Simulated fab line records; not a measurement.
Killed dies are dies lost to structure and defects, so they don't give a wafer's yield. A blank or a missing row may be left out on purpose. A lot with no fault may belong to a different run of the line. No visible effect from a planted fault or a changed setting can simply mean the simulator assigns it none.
Matching of chambers -- flow berkeley cmos170 -- 4 sister chambers for UCB170_GATE_ETCH_15 on rie si-01
The step etches poly-Si in HBr/Cl2, stops on SiO2, time 56.3 s, target depth 278.2 nm. 14 wafers are shown with their chamber, then 7 later ones without.

WAFERS WITH THEIR CHAMBER
wafer,chamber,drypump motor current A (A),throttle valve pct (%),oes product au (a.u.)
L896.1,0,5.6,26.34,0.821
L896.3,1,6.4,26.34,0.818
L896.5,3,5.1,26.10,0.860
L903.4,3,5.1,26.10,0.861
L903.5,1,6.4,26.35,0.828
L903.6,0,5.6,26.32,0.810
L905.2,3,5.1,26.11,0.847
L905.3,2,5.3,26.36,0.818
L905.6,3,5.1,26.12,0.847
L906.1,0,5.6,26.32,0.799
L906.3,2,5.3,26.37,0.809
L906.4,3,5.1,26.10,0.843
L911.4,0,5.7,26.31,0.816
L911.5,1,6.4,26.33,0.810

SIGNATURES, as means of the wafers listed above
reading,chamber 0,chamber 1,chamber 2,chamber 3,scatter within a chamber
drypump motor current A,5.625,6.400,5.300,5.100,0.0274
throttle valve pct,26.3225,26.3400,26.3650,26.1060,0.0102
oes product au,0.81150,0.81867,0.81350,0.85160,0.00865
Rule: a wafer lies at a distance from a chamber equal to the root of the sum of squares, over the readings, of (its reading less the chamber's mean, divided by the reading's scatter). The wafer belongs to the nearest chamber; if the next one is less than 2 further off, it can't be placed. How the scatter is found: for the shown wafers, subtract from each reading the mean of its chamber, square and add these, divide the total by (wafers less chambers), then take the root.

WAFERS MISSING THEIR CHAMBER
wafer,drypump motor current A (A),throttle valve pct (%),oes product au (a.u.)
L911.6,5.6,26.32,0.803
L913.2,5.3,26.37,0.829
L913.4,6.4,26.33,0.830
L913.5,6.4,26.34,0.824
L915.1,5.7,26.31,0.814
L915.2,6.4,26.33,0.813
L915.4,5.3,26.36,0.821

CHAMBER TAKEN BY EACH
wafer,from the rows above,in truth
L911.6,0,0
L913.2,2,2
L913.4,1,1
L913.5,1,1
L915.1,0,0
L915.2,1,1
L915.4,2,2
Correctly placed: 7 of 7. From these rows, 0 cannot be placed. Number placed wrongly: 0.
